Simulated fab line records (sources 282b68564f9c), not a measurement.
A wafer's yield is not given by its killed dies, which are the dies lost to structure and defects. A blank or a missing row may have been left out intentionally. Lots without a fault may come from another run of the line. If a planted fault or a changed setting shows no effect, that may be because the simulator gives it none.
Lot-split experiment | flow rit-cmos | 23 wafers read from 5 lots, route of 202 steps

== SPLIT DETAILS ==
At RIT_ACTIVE_CVD_03 (deposits Si3N4 from SiH2Cl2/NH3, target thk 150 nm, time 1500 s), the setting time-s was moved away from the recipe's 1500 s on 15 of the 23 wafers read, by -5.9% to +14.7%. For the rest of the wafers, this setting stayed at what the recipe calls for.

== FROM THE SPLIT TO THE READING: what the file shows between them, 6 steps ==
- RIT_ACTIVE_THK_MEAS_04
- RIT_ACTIVE_EXPOSE_08: exposes mask M1, target cd 1400 nm (also split here: dose-mj)
- RIT_ACTIVE_PEB_09
- RIT_ACTIVE_DEVELOP_10: develop time 50 s
- RIT_ACTIVE_CD_MEAS_11: target cd 1400 nm
- RIT_ACTIVE_HARDBAKE_12: time 60 s

== THE READING ==
oes-product-au, in a.u., at RIT_ACTIVE_ETCH_13 (etches Si3N4 in SF6, stops on SiO2, time 210 s, target depth 210 nm). A value of 0.820 a.u. with a standard deviation of 0.013 a.u. is what fault-free wafers of this fab line usually give.

wafer  | tool, chamber at the split | time-s as run, s | against the recipe | oes-product-au, a.u. | against lot-mates on the recipe
L078.2 | -, -                       | 1720             | +14.7%             | 0.871                | no lot-mate on the recipe
L078.3 | -, -                       | 1720             | +14.7%             | 0.886                | no lot-mate on the recipe
L078.4 | -, -                       | 1720             | +14.7%             | 0.884                | no lot-mate on the recipe
L078.5 | -, -                       | 1720             | +14.7%             | 0.879                | no lot-mate on the recipe
L078.6 | -, -                       | 1720             | +14.7%             | 0.902                | no lot-mate on the recipe
L080.1 | lpcvd-02, 1                | 1500             | recipe             | 0.827                | -
L080.4 | lpcvd-02, 1                | 1500             | recipe             | 0.815                | -
L080.5 | lpcvd-02, 1                | 1500             | recipe             | 0.819                | -
L081.1 | -, -                       | 1500             | recipe             | 0.809                | -
L081.2 | -, -                       | 1500             | recipe             | 0.827                | -
L081.3 | -, -                       | 1500             | recipe             | 0.828                | -
L081.5 | -, -                       | 1500             | recipe             | 0.832                | -
L081.6 | -, -                       | 1500             | recipe             | 0.805                | -
L084.2 | -, -                       | 1411             | -5.9%              | 0.803                | no lot-mate on the recipe
L084.3 | -, -                       | 1411             | -5.9%              | 0.816                | no lot-mate on the recipe
L084.4 | -, -                       | 1411             | -5.9%              | 0.808                | no lot-mate on the recipe
L084.5 | -, -                       | 1411             | -5.9%              | 0.797                | no lot-mate on the recipe
L084.6 | -, -                       | 1411             | -5.9%              | 0.803                | no lot-mate on the recipe
L085.1 | -, -                       | 1711             | +14.1%             | 0.879                | no lot-mate on the recipe
L085.2 | -, -                       | 1711             | +14.1%             | 0.860                | no lot-mate on the recipe
L085.3 | -, -                       | 1711             | +14.1%             | 0.881                | no lot-mate on the recipe
L085.5 | -, -                       | 1711             | +14.1%             | 0.881                | no lot-mate on the recipe
L085.6 | -, -                       | 1711             | +14.1%             | 0.882                | no lot-mate on the recipe

FIT RESULTS
A straight line over all 23 wafers: oes-product-au changes by +0.00387 a.u. for each +1% of time-s; r = +0.96; the points scatter about the line by 0.0099 a.u.
Too few moved wafers with a lot-mate on the recipe to fit a line net of each lot's own level.

== THE WHOLE CHAIN: every reading that the file lists as answering this split, in the file's order ==
step                   | what it does                                                        | reading                                                                        | change (the file's fit)                   | r (the file's)
RIT_ACTIVE_CVD_03      | deposits Si3N4 from SiH2Cl2/NH3, target thk 150 nm, time 1500 s     | Si3N4_of_ACTIVE_CVD_03.thk-nm (the simulator's own value, which no gauge read) | +1.56 nm for each +1% of the setting      | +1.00
RIT_ACTIVE_THK_MEAS_04 |                                                                     | ACTIVE_NITRIDE_THK                                                             | +1.56 for each +1% of the setting         | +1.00
RIT_ACTIVE_ETCH_13     | etches Si3N4 in SF6, stops on SiO2, time 210 s, target depth 210 nm | oes-product-au                                                                 | +0.00388 a.u. for each +1% of the setting | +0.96
RIT_ACTIVE_ETCH_13     | etches Si3N4 in SF6, stops on SiO2, time 210 s, target depth 210 nm | etch.depth-nm (the simulator's own value, which no gauge read)                 | +1.56 nm for each +1% of the setting      | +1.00
RIT_ACTIVE_ETCH_13     | etches Si3N4 in SF6, stops on SiO2, time 210 s, target depth 210 nm | ACTIVE.feature-depth-nm (the simulator's own value, which no gauge read)       | +1.58 nm for each +1% of the setting      | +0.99
RIT_FOX1_OXIDATION_00  | target thk 350.7 nm, ox time 1130 s                                 | Si3N4_of_ACTIVE_CVD_03.thk-nm (the simulator's own value, which no gauge read) | +1.53 nm for each +1% of the setting      | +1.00

== FILE'S OWN FIT ==
oes-product-au changes by +0.00388 a.u. for each +1% of time-s, r = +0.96.
